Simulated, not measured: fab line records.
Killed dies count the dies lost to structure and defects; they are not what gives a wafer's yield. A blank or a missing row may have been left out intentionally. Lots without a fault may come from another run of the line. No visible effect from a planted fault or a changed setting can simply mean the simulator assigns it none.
fab line records	flow ritCmos
record lots=13	wafers=39	lastDay=7
route steps=202 shown SDANNEAL@156 PSD@157 SILICIDE@162 M1@202
lots untouched by any fault: they come from a run of this same line in which no faults occurred
startH: start of the lot's first displayed wafer, in hours after the record's first day	waitH: time in hours since the lot's previous step	" as in the row above	L1.1+2: a row that stands for several wafers	- no value, or no start was given	* or withheld: withheld	< > ~ a bound
route shown NAME@n: names a module that has steps shown in the file, with the first one's number in the route	usual: mean and standard deviation over wafers with no fault	same: alike in all rows	chamber/n: place in a boat	sites: the reading at each site	_std_site: standard deviation of those values	_edge_site: outer sites' mean less inner sites'	radiusMm: for every site, how far away it sits from the centre of the wafer	mask NAME#n: copy n	behind: the most recent tool/chamber to have shaped the wafer	hold: cause of the lot's hold/its duration in hours/its outcome	device: names the non-switching transistor (n, p or np)	end of line: at the end of the route, the tests of the same wafers	where a step has no rows: the recipe by itself	killed: not the wafer's yield, but the dies lost to structure and defects at the first sort	map: a wafer's dies, x killed, . not, _ none there
set.NAME: setting as actually run; set.NAME@STEP: the setting as run at that earlier step	model.NAME: the simulator's own value behind a step, which no gauge read
a sample of lots followed through the steps of the route, with each step as a table and each wafer as a row
services: when a tool's chamber went out of use (startH, in hours from the record's first day, below 0 if earlier), for how many hours, and the reason
## steps
# step RIT_SDANNEAL_RTA_03
# recipe tempC=1050	timeS=5	idleTempC=600	rampUpCPerS=342	rampDownCPerS=171	coolToC=600	ambient=N2
# usual chamberO2Ppm=2.002/0.023	wafer_temp_C_max=1053.6/1.1
lot.wafer	tool	chamber	startH	waitH	chamberO2Ppm	wafer_temp_C_max
L296.2	rtpAnneal-01	0	51.67	0.0	1.985	1053.5
L296.5	"	0	"	"	1.969	1051.9
L296.6	"	0	"	"	1.976	1052.4
L297.3	rtpAnneal-02	0	58.79	0.0	2.011	1052.5
L297.4	"	0	"	"	2.008	1052.2
L297.6	"	0	"	"	2.017	1054.9
L303.3	rtpAnneal-02	0	88.89	0.0	1.997	1052.6
L303.5	"	0	"	"	1.986	1052.2
L303.6	"	0	"	"	1.942	1052.7
L305.1	rtpAnneal-02	0	97.85	0.0	1.986	1054.5
L305.5	"	0	"	"	1.955	1053.8
L305.6	"	0	"	"	1.981	1054.5
L306.3	rtpAnneal-01	0	104.89	0.0	1.991	1053.1
L306.5	"	0	"	"	2.013	1052.8
L306.6	"	0	"	"	2.033	1050.8
L307.3	rtpAnneal-02	0	110.73	0.0	1.988	1054.8
L307.4	"	0	"	"	2.012	1054.3
L307.5	"	0	"	"	2.007	1053.4
L308.2	rtpAnneal-01	0	116.19	0.0	2.029	1054.4
L308.5	"	0	"	"	2.030	1053.6
L308.6	"	0	"	"	1.996	1052.8
L310.2	rtpAnneal-01	0	125.32	0.0	1.991	1055.5
L310.3	"	0	"	"	2.010	1051.9
L310.6	"	0	"	"	1.997	1054.6
L312.2	rtpAnneal-01	0	132.54	0.0	1.971	1054.3
L312.4	"	0	"	"	1.990	1055.1
L312.6	"	0	"	"	1.989	1054.0
L314.2	rtpAnneal-01	0	145.30	0.0	2.025	1054.0
L314.3	"	0	"	"	1.982	1053.5
L314.6	"	0	"	"	1.990	1054.3
L316.3	rtpAnneal-01	0	152.09	0.0	2.010	1053.4
L316.5	"	0	"	"	1.952	1054.4
L316.6	"	0	"	"	2.013	1054.9
L318.1	rtpAnneal-01	0	164.52	0.0	2.016	1053.3
L318.2	"	0	"	"	2.052	1053.5
L318.6	"	0	"	"	2.007	1055.2
L319.4	rtpAnneal-02	0	166.17	0.0	1.969	1052.6
L319.5	"	0	"	"	1.973	1052.6
L319.6	"	0	"	"	1.950	1053.8
# step RIT_SDANNEAL_RS_MEAS_04
# recipe thkMeasGauge=four-point-probe
# usual PSD_RS=114.98/0.29
lot.wafer	tool	chamber	startH	waitH	PSD_RS[ohm/sq]
L296.2	filmMetro-01	-	51.74	0.1	114.91
L296.5	"	-	"	"	114.90
L296.6	"	-	"	"	115.10
L297.3	filmMetro-01	-	58.87	0.1	114.98
L297.4	"	-	"	"	114.87
L297.6	"	-	"	"	114.53
L303.3	filmMetro-03	-	88.97	0.1	114.35
L303.5	"	-	"	"	114.68
L303.6	"	-	"	"	114.79
L305.1	filmMetro-02	-	97.91	0.0	114.97
L305.5	"	-	"	"	115.29
L305.6	"	-	"	"	114.96
L306.3	filmMetro-01	-	104.97	0.1	114.97
L306.5	"	-	"	"	115.25
L306.6	"	-	"	"	114.98
L307.3	filmMetro-01	-	110.81	0.1	114.76
L307.4	"	-	"	"	115.16
L307.5	"	-	"	"	114.90
L308.2	filmMetro-01	-	116.25	0.1	115.74
L308.5	"	-	"	"	115.39
L308.6	"	-	"	"	115.29
L310.2	filmMetro-01	-	125.39	0.1	115.03
L310.3	"	-	"	"	115.40
L310.6	"	-	"	"	115.34
L312.2	filmMetro-01	-	132.61	0.1	115.44
L312.4	"	-	"	"	115.56
L312.6	"	-	"	"	115.42
L314.2	filmMetro-01	-	145.37	0.1	115.29
L314.3	"	-	"	"	114.92
L314.6	"	-	"	"	114.99
L316.3	filmMetro-02	-	152.17	0.1	115.30
L316.5	"	-	"	"	115.45
L316.6	"	-	"	"	115.16
L318.1	filmMetro-02	-	164.58	0.0	114.86
L318.2	"	-	"	"	115.07
L318.6	"	-	"	"	114.66
L319.4	filmMetro-03	-	166.26	0.1	114.69
L319.5	"	-	"	"	114.89
L319.6	"	-	"	"	114.96
# step RIT_SILICIDE_SPUTTER_01
# recipe material=Ti	targetThkNm=30	powerW=350	chamberPressurePa=0.667	gas=Ar	timeS=240	substrateTempC=25
# usual cathodeDcPowerW=350.00/0.066	substrateTempC=25.01/0.1	throttleValvePct=30.2/0.92
lot.wafer	tool	chamber	startH	waitH	cathodeDcPowerW	substrateTempC	throttleValvePct
L296.2	pvdSputter-04	-	52.22	0.0	350.13	25.06	29.6
L296.5	"	-	"	"	349.99	25.05	31.0
L296.6	"	-	"	"	349.97	25.00	29.8
L297.3	pvdSputter-03	-	59.32	0.0	349.97	24.99	30.7
L297.4	"	-	"	"	349.97	24.91	29.4
L297.6	"	-	"	"	350.07	25.02	30.1
L303.3	pvdSputter-04	-	89.42	0.0	350.00	24.90	29.4
L303.5	"	-	"	"	349.94	24.95	29.9
L303.6	"	-	"	"	350.11	25.04	29.6
L305.1	pvdSputter-04	-	98.40	0.0	350.03	24.87	29.5
L305.5	"	-	"	"	350.07	24.89	29.7
L305.6	"	-	"	"	349.93	25.03	31.2
L306.3	pvdSputter-01	-	105.42	0.0	350.03	25.01	29.7
L306.5	"	-	"	"	350.02	25.12	29.7
L306.6	"	-	"	"	350.01	25.04	31.4
L307.3	pvdSputter-03	-	111.26	0.0	350.07	25.04	31.9
L307.4	"	-	"	"	349.84	25.03	31.0
L307.5	"	-	"	"	350.07	25.09	30.9
L308.2	pvdSputter-01	-	116.73	0.0	350.03	25.00	30.0
L308.5	"	-	"	"	349.99	24.92	31.5
L308.6	"	-	"	"	349.97	24.96	29.4
L310.2	pvdSputter-01	-	125.86	0.0	350.08	24.92	31.9
L310.3	"	-	"	"	350.08	25.16	29.8
L310.6	"	-	"	"	349.94	25.07	29.8
L312.2	pvdSputter-01	-	133.08	0.0	349.89	24.99	30.0
L312.4	"	-	"	"	349.99	24.98	29.5
L312.6	"	-	"	"	349.95	24.99	31.5
L314.2	pvdSputter-01	-	145.86	0.0	349.85	25.02	29.7
L314.3	"	-	"	"	349.96	24.97	31.6
L314.6	"	-	"	"	349.94	25.03	29.2
L316.3	pvdSputter-01	-	152.62	0.0	349.94	25.04	29.7
L316.5	"	-	"	"	349.97	25.03	29.8
L316.6	"	-	"	"	349.94	24.94	29.6
L318.1	pvdSputter-01	-	165.08	0.0	350.00	25.00	29.8
L318.2	"	-	"	"	349.93	25.30	29.5
L318.6	"	-	"	"	349.95	25.23	29.5
L319.4	pvdSputter-04	-	166.70	0.0	349.96	25.17	31.5
L319.5	"	-	"	"	349.92	25.04	29.4
L319.6	"	-	"	"	350.02	24.98	31.1
# step RIT_SILICIDE_RTA_04
# recipe tempC=650	timeS=10	idleTempC=25	rampUpS=5	rampDownS=5	coolToC=25	ambient=N2
# usual chamberO2Ppm=2.005/0.021	wafer_temp_C_max=653.5/0.81
lot.wafer	tool	chamber	startH	waitH	chamberO2Ppm	wafer_temp_C_max
L296.2	rtpAnneal-02	0	52.56	0.1	2.027	653.2
L296.5	"	0	"	"	2.017	654.6
L296.6	"	0	"	"	2.018	654.2
L297.3	rtpAnneal-01	0	59.67	0.1	2.021	653.5
L297.4	"	0	"	"	2.017	653.2
L297.6	"	0	"	"	2.009	653.1
L303.3	rtpAnneal-01	0	89.77	0.1	62.038	652.8
L303.5	"	0	"	"	62.010	653.1
L303.6	"	0	"	"	61.996	652.9
L305.1	rtpAnneal-01	0	98.73	0.1	61.979	652.6
L305.5	"	0	"	"	62.006	652.7
L305.6	"	0	"	"	62.023	654.2
L306.3	rtpAnneal-02	0	105.77	0.1	2.011	653.9
L306.5	"	0	"	"	1.992	653.4
L306.6	"	0	"	"	1.993	654.7
L307.3	rtpAnneal-01	0	111.61	0.1	62.041	652.1
L307.4	"	0	"	"	62.018	653.4
L307.5	"	0	"	"	61.994	652.7
L308.2	rtpAnneal-02	0	117.07	0.1	1.997	653.4
L308.5	"	0	"	"	2.012	653.7
L308.6	"	0	"	"	1.993	655.0
L310.2	rtpAnneal-02	0	126.20	0.1	2.008	653.5
L310.3	"	0	"	"	1.988	653.9
L310.6	"	0	"	"	2.025	653.2
L312.2	rtpAnneal-02	0	133.42	0.1	2.005	653.3
L312.4	"	0	"	"	2.003	654.0
L312.6	"	0	"	"	1.963	654.2
L314.2	rtpAnneal-02	0	146.20	0.1	1.979	655.3
L314.3	"	0	"	"	1.986	655.5
L314.6	"	0	"	"	1.981	654.0
L316.3	rtpAnneal-02	0	152.97	0.1	2.018	652.9
L316.5	"	0	"	"	2.034	652.8
L316.6	"	0	"	"	2.007	653.8
L318.1	rtpAnneal-02	0	165.41	0.1	1.987	654.4
L318.2	"	0	"	"	1.985	656.3
L318.6	"	0	"	"	1.996	653.6
L319.4	rtpAnneal-01	0	167.06	0.1	2.011	653.5
L319.5	"	0	"	"	2.035	653.5
L319.6	"	0	"	"	2.016	653.1
# step RIT_M1_PROBE_99
# usual killed_at_M0_to_M3=0.0/0.16	killedAtContacts=0.0/0.2	killedAtFrontEnd=7.2/2.5	killedDies=7.3/2.5	killedOnRim=2.0/1.4	killedOpen=3.8/1.9	killedShort=3.5/1.8
# same grossDies=264	killed_at_M4_up=0	killedAtBackSide=0	killedAtOther=0
lot.wafer	tool	chamber	startH	waitH	killed_at_M0_to_M3	killedAtContacts	killedAtFrontEnd	killedDies	killedOnRim	killedOpen	killedShort
L296.2	prober-02	-	59.43	0.1	0	0	5	5	1	3	2
L296.5	prober-02	-	59.58	0.2	0	0	6	6	3	3	3
L296.6	prober-02	-	59.63	0.2	0	0	11	11	3	7	4
L297.3	prober-01	-	66.55	0.2	0	0	5	5	2	5	0
L297.4	prober-01	-	66.60	0.2	0	0	11	11	2	4	7
L297.6	prober-01	-	66.70	0.2	0	0	8	8	1	4	4
L303.3	prober-02	-	96.28	0.2	0	0	11	11	2	8	3
L303.5	prober-02	-	96.38	0.2	0	0	8	8	4	4	3
L303.6	prober-02	-	96.43	0.2	0	0	4	4	0	3	0
L305.1	prober-02	-	105.47	0.1	0	0	7	7	2	4	3
L305.5	prober-02	-	105.67	0.2	0	0	3	3	1	2	1
L305.6	prober-02	-	105.72	0.2	0	0	5	5	0	5	0
L306.3	prober-01	-	112.27	0.2	0	0	5	5	1	3	2
L306.5	prober-01	-	112.37	0.2	0	0	4	4	3	1	3
L306.6	prober-01	-	112.42	0.2	0	0	9	9	2	5	4
L307.3	prober-01	-	118.25	0.2	0	0	6	6	1	3	3
L307.4	prober-01	-	118.30	0.2	0	1	12	13	5	9	4
L307.5	prober-01	-	118.35	0.2	0	0	10	10	3	8	2
L308.2	prober-02	-	123.75	0.1	0	0	8	8	2	3	5
L308.5	prober-02	-	123.90	0.2	0	0	8	8	1	3	5
L308.6	prober-02	-	123.95	0.2	0	0	10	10	4	3	7
L310.2	prober-02	-	133.01	0.1	0	0	9	9	4	3	6
L310.3	prober-02	-	133.06	0.2	0	0	5	5	1	4	1
L310.6	prober-02	-	133.21	0.2	0	0	7	7	0	1	6
L312.2	prober-02	-	140.09	0.1	1	0	6	7	2	2	5
L312.4	prober-02	-	140.19	0.2	0	0	8	8	0	5	3
L312.6	prober-02	-	140.29	0.2	0	0	10	10	2	6	4
L314.2	prober-02	-	152.81	0.1	0	0	9	9	4	5	4
L314.3	prober-02	-	152.86	0.2	0	0	11	11	2	6	5
L314.6	prober-02	-	153.01	0.2	0	0	9	9	0	5	4
L316.3	prober-02	-	160.01	0.2	0	0	9	9	3	5	4
L316.5	prober-02	-	160.11	0.2	0	0	4	4	1	1	3
L316.6	prober-02	-	160.16	0.2	0	0	9	9	2	3	6
L318.1	prober-02	-	172.01	0.1	0	0	7	7	2	3	4
L318.2	prober-02	-	172.06	0.1	0	0	6	6	2	3	3
L318.6	prober-02	-	172.26	0.2	0	0	13	13	3	9	4
L319.4	prober-01	-	173.95	0.2	0	0	9	9	3	4	5
L319.5	prober-01	-	174.00	0.2	0	0	4	4	1	3	1
L319.6	prober-01	-	174.05	0.2	0	0	4	4	1	2	2
# killed by level:class
L296.2 REOX:geometricParticle:short=1 REOX:geometricParticle:open=1 SPACER:geometricParticle:open=1 SILICIDE:geometricParticle:short=1 SILICIDE:geometricParticle:open=1
L296.5 FOX1:geometricParticle:short=3 GATE:geometricParticle:open=2 REOX:geometricParticle:open=1
L296.6 GATE:geometricParticle:open=3 REOX:geometricParticle:short=3 SPACER:geometricParticle:open=2 FOX1:geometricParticle:open=1 FOX1:geometricParticle:short=1 REOX:geometricParticle:open=1
L297.3 GATE:geometricParticle:open=3 REOX:geometricParticle:open=1 SPACER:geometricParticle:open=1
L297.4 REOX:geometricParticle:open=2 REOX:geometricParticle:short=2 SILICIDE:geometricParticle:short=2 FOX1:geometricParticle:short=1 FOX2:geometricParticle:open=1 FOX2:geometricParticle:short=1 GATE:geometricParticle:short=1 SILICIDE:geometricParticle:open=1
L297.6 FOX2:geometricParticle:short=2 GATE:geometricParticle:open=2 FOX1:geometricParticle:short=1 REOX:geometricParticle:short=1 SPACER:geometricParticle:open=1 SILICIDE:geometricParticle:open=1
L303.3 GATE:geometricParticle:open=5 FOX1:geometricParticle:open=2 FOX1:geometricParticle:short=1 GATE:geometricParticle:short=1 SILICIDE:geometricParticle:short=1 SILICIDE:geometricParticle:open=1
L303.5 GATE:geometricParticle:open=2 SILICIDE:geometricParticle:short=2 FOX1:geometricParticle:short=1 FOX1:geometricParticle:open=1 SILICIDE:geometricParticle:open=1 GATE:coatMicrobubblePrinted=1
L303.6 GATE:geometricParticle:open=2 FOX1:geometricParticle:open=1 GATE:coatMicrobubblePrinted=1
L305.1 SILICIDE:geometricParticle:open=2 FOX1:geometricParticle:short=1 GATE:geometricParticle:open=1 GATE:geometricParticle:short=1 REOX:geometricParticle:open=1 SILICIDE:geometricParticle:short=1
L305.5 FOX1:geometricParticle:open=1 REOX:geometricParticle:open=1 REOX:geometricParticle:short=1
L305.6 SPACER:geometricParticle:open=2 FOX1:geometricParticle:open=1 GATE:geometricParticle:open=1 SILICIDE:geometricParticle:open=1
L306.3 GATE:geometricParticle:short=2 SPACER:geometricParticle:open=2 GATE:geometricParticle:open=1
L306.5 FOX1:geometricParticle:short=1 FOX1:geometricParticle:open=1 FOX2:geometricParticle:short=1 GATE:geometricParticle:short=1
L306.6 SILICIDE:geometricParticle:open=5 GATE:geometricParticle:short=3 SILICIDE:geometricParticle:short=1
L307.3 GATE:geometricParticle:open=2 FOX1:geometricParticle:short=1 GATE:geometricParticle:short=1 REOX:geometricParticle:open=1 SILICIDE:geometricParticle:short=1
L307.4 FOX1:geometricParticle:open=3 GATE:geometricParticle:open=3 REOX:geometricParticle:short=2 SILICIDE:geometricParticle:open=2 FOX1:geometricParticle:short=1 GATE:geometricParticle:short=1 CONTACT:geometricParticle:open=1
L307.5 GATE:geometricParticle:open=4 REOX:geometricParticle:open=2 FOX1:geometricParticle:open=1 FOX2:geometricParticle:open=1 GATE:geometricParticle:short=1 SPACER:geometricParticle:short=1
L308.2 GATE:geometricParticle:short=2 REOX:geometricParticle:short=2 FOX1:geometricParticle:open=1 FOX1:geometricParticle:short=1 SPACER:geometricParticle:open=1 SILICIDE:geometricParticle:open=1
L308.5 GATE:geometricParticle:short=3 FOX2:geometricParticle:short=2 GATE:geometricParticle:open=2 SILICIDE:geometricParticle:open=1
L308.6 FOX2:geometricParticle:short=3 GATE:geometricParticle:open=2 FOX1:geometricParticle:open=1 GATE:geometricParticle:short=1 REOX:geometricParticle:short=1 SPACER:geometricParticle:short=1 SILICIDE:geometricParticle:short=1
L310.2 GATE:geometricParticle:short=3 FOX1:geometricParticle:short=1 FOX1:geometricParticle:open=1 FOX2:geometricParticle:short=1 GATE:geometricParticle:open=1 REOX:geometricParticle:short=1 SPACER:geometricParticle:open=1
L310.3 GATE:geometricParticle:open=2 REOX:geometricParticle:open=1 REOX:geometricParticle:short=1 SPACER:geometricParticle:open=1
L310.6 REOX:geometricParticle:short=2 SILICIDE:geometricParticle:short=2 GATE:geometricParticle:short=1 GATE:geometricParticle:open=1 SPACER:geometricParticle:short=1
L312.2 GATE:geometricParticle:short=2 REOX:geometricParticle:short=2 SPACER:geometricParticle:open=2 M1:geometricParticle:short=1
L312.4 GATE:geometricParticle:short=3 GATE:geometricParticle:open=3 FOX1:geometricParticle:open=1 SPACER:geometricParticle:open=1
L312.6 GATE:geometricParticle:short=3 REOX:geometricParticle:open=3 SPACER:geometricParticle:open=2 SPACER:geometricParticle:short=1 STARTING-WAFER:geometricParticle:open=1
L314.2 GATE:geometricParticle:short=4 GATE:geometricParticle:open=3 FOX1:geometricParticle:open=1 REOX:geometricParticle:open=1
L314.3 FOX1:geometricParticle:open=2 FOX2:geometricParticle:open=2 GATE:geometricParticle:open=2 SILICIDE:geometricParticle:short=2 FOX1:geometricParticle:short=1 FOX2:geometricParticle:short=1 SPACER:geometricParticle:short=1
L314.6 GATE:geometricParticle:open=4 FOX1:geometricParticle:short=3 GATE:geometricParticle:short=1 REOX:geometricParticle:open=1
L316.3 GATE:geometricParticle:open=3 GATE:geometricParticle:short=1 REOX:geometricParticle:short=1 SPACER:geometricParticle:open=1 SPACER:geometricParticle:short=1 SILICIDE:geometricParticle:open=1 SILICIDE:geometricParticle:short=1
L316.5 GATE:geometricParticle:short=1 REOX:geometricParticle:open=1 SPACER:geometricParticle:short=1 SILICIDE:geometricParticle:short=1
L316.6 REOX:geometricParticle:short=3 GATE:geometricParticle:short=2 GATE:geometricParticle:open=1 SPACER:geometricParticle:open=1 SILICIDE:geometricParticle:open=1 SILICIDE:geometricParticle:short=1
L318.1 FOX1:geometricParticle:open=2 GATE:geometricParticle:short=2 FOX1:geometricParticle:short=1 SPACER:geometricParticle:short=1 SILICIDE:geometricParticle:open=1
L318.2 SPACER:geometricParticle:short=2 FOX1:geometricParticle:open=1 FOX1:geometricParticle:short=1 GATE:geometricParticle:open=1 SILICIDE:geometricParticle:open=1
L318.6 FOX1:geometricParticle:open=3 GATE:geometricParticle:open=3 FOX1:geometricParticle:short=2 REOX:geometricParticle:open=2 REOX:geometricParticle:short=1 SPACER:geometricParticle:open=1 SPACER:geometricParticle:short=1
L319.4 FOX1:geometricParticle:short=3 FOX2:geometricParticle:open=2 FOX2:geometricParticle:short=1 GATE:geometricParticle:open=1 REOX:geometricParticle:short=1 SILICIDE:geometricParticle:open=1
L319.5 REOX:geometricParticle:open=2 FOX2:geometricParticle:open=1 GATE:geometricParticle:short=1
L319.6 FOX1:geometricParticle:open=1 FOX2:geometricParticle:short=1 GATE:geometricParticle:short=1 SPACER:geometricParticle:open=1
## services
tool	chamber	startH	hours	kind
pvdSputter-03	-	47.64	9.1	repair
pvdSputter-01	-	66.86	2.0	repair
pvdSputter-03	-	163.70	2.1	repair
## key
firstSign step=RIT_SILICIDE_RTA_04	reading=chamberO2Ppm	direction=up	sigmas=99+	usual=2.005	struck=62.012
effect none on later readings
metAt RIT_SILICIDE_RTA_04
struckLots L303,L305,L307
testerLeftOut L303,L305,L307
notActingAt RIT_SDANNEAL_RTA_03,RIT_SDANNEAL_RS_MEAS_04,RIT_SILICIDE_SPUTTER_01
onsetBetween 59.67 89.77
fault kind=processParameterDrift	tool=rtpAnneal-01	chamber=-	onsetH=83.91	steps=RIT_SILICIDE_RTA_04	channel=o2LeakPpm	offset=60	shape=step	endH=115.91
# testerLeftOut: of these lots the tester's yield and bins aren't shown, on N5 and GAA mostly nor the transistor test; their killed dies are dies lost to structure and defects alone, not to doping, threshold or leakage, so they don't give the yield
